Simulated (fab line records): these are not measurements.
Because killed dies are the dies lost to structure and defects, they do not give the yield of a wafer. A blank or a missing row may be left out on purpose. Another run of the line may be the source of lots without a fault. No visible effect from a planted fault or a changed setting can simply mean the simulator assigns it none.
Comparing a struck lot with a sound one ; flow rit-cmos ; 15 steps out of a route of 202
Sound: wafers L186.1, L186.2, L186.6. Struck: wafer L195.5. (L195.1, L195.6 of the same lot were not struck and are left out.) The cause comes at the end.
At each step with rows: each side's tool, then ch and its chambers, then its first start. Under that, the readings that differ: sound wafers ; struck wafers ; difference of the means ; sigmas: that difference in standard deviations of wafers without a fault.
alike: readings whose means differ by less than 2 such deviations, and words and numbers that are the same on both sides. not compared: withheld readings, readings that some wafer has no value for, bounds like >300 that may hide the same value, and numbers for which the record gives no deviation and whose values overlap.
A row with sigmas, a row that says differs or no value, or rows on one side alone: a step with any of these is where the two part. When numbers do not overlap yet have no deviation, they are printed without sigmas and do not part them. A reading missing from all wafers of one side parts the sides only when that side holds two or more wafers.

RIT_GATE_THK_MEAS_07:
  sound on film-metro-01 at day 3 20:03; struck on film-metro-03 at day 5 17:38
reading;sound;struck;difference;sigmas
GATE_OXIDE_THK (nm);3.06 3.12 3.01;2.89;-0.17;-2
then, 1 step without rows for these wafers: RIT_GATE_CVD_08 (deposits poly-Si from SiH4, target thk 250 nm, time 2220 s).
RIT_GATE_THK_MEAS_09:
  sound on film-metro-01 at day 3 21:44; struck on film-metro-04 at day 5 19:19
  alike: GATE_POLY_THK
then, 6 steps without rows for these wafers: RIT_GATE_HMDS_10 (prime time 60 s); RIT_GATE_COAT_11 (resist thk 850 nm); RIT_GATE_SOFTBAKE_12 (time 60 s); RIT_GATE_EXPOSE_13 (exposes mask M6, target cd 150 nm); RIT_GATE_PEB_14; RIT_GATE_DEVELOP_15 (develop time 50 s).
RIT_GATE_CD_MEAS_16: the cd target is 150 nm.
  sound on cd-sem-02 at day 3 22:46; struck on cd-sem-01 at day 5 20:26
  alike: cd-nm
RIT_GATE_OVL_MEAS_17:
  sound on overlay-02 at day 3 22:53; struck on overlay-01 at day 5 20:34
  alike: GATE_OVL
then, 1 step without rows for these wafers: RIT_GATE_HARDBAKE_18 (time 60 s).
RIT_GATE_ETCH_19: etches poly-Si in SF6/CHF3/O2, stops on SiO2, time 161.2 s, target depth 312.5 nm.
  sound on rie-si-01 ch 1,2, day 3 23:04; struck on rie-si-02 ch 2, day 5 20:45
reading;sound;struck;difference;sigmas
oes-product-au (a.u.);0.856 0.833 0.827;0.889;+0.050;+3
over-etch-frac;0.25 0.25 0.25;0.21933;-0.03067;
  alike: drypump-motor-current-A, throttle-valve-pct
  not compared: rf-hours-counter-h
RIT_GATE_STRIP_20: strips in O2, time 180 s.
  sound on plasma-asher-03 ch 0,1, day 3 23:11; struck on plasma-asher-04 ch 0, day 5 20:52
  alike: drypump-motor-current-A
  not compared: rf-hours-counter-h
RIT_M1_PROBE_99:
  sound on prober-01 at day 4 18:54; struck on prober-02 at day 6 17:36
  alike: killed-at-front-end, killed-dies, killed-open, killed-short

WHERE THEY PART
Last at RIT_GATE_ETCH_19 as far as this record goes, first at RIT_GATE_THK_MEAS_07. Later steps at which nothing parts them and some readings are alike: RIT_GATE_STRIP_20, RIT_M1_PROBE_99.

WHY: what the simulator had put in
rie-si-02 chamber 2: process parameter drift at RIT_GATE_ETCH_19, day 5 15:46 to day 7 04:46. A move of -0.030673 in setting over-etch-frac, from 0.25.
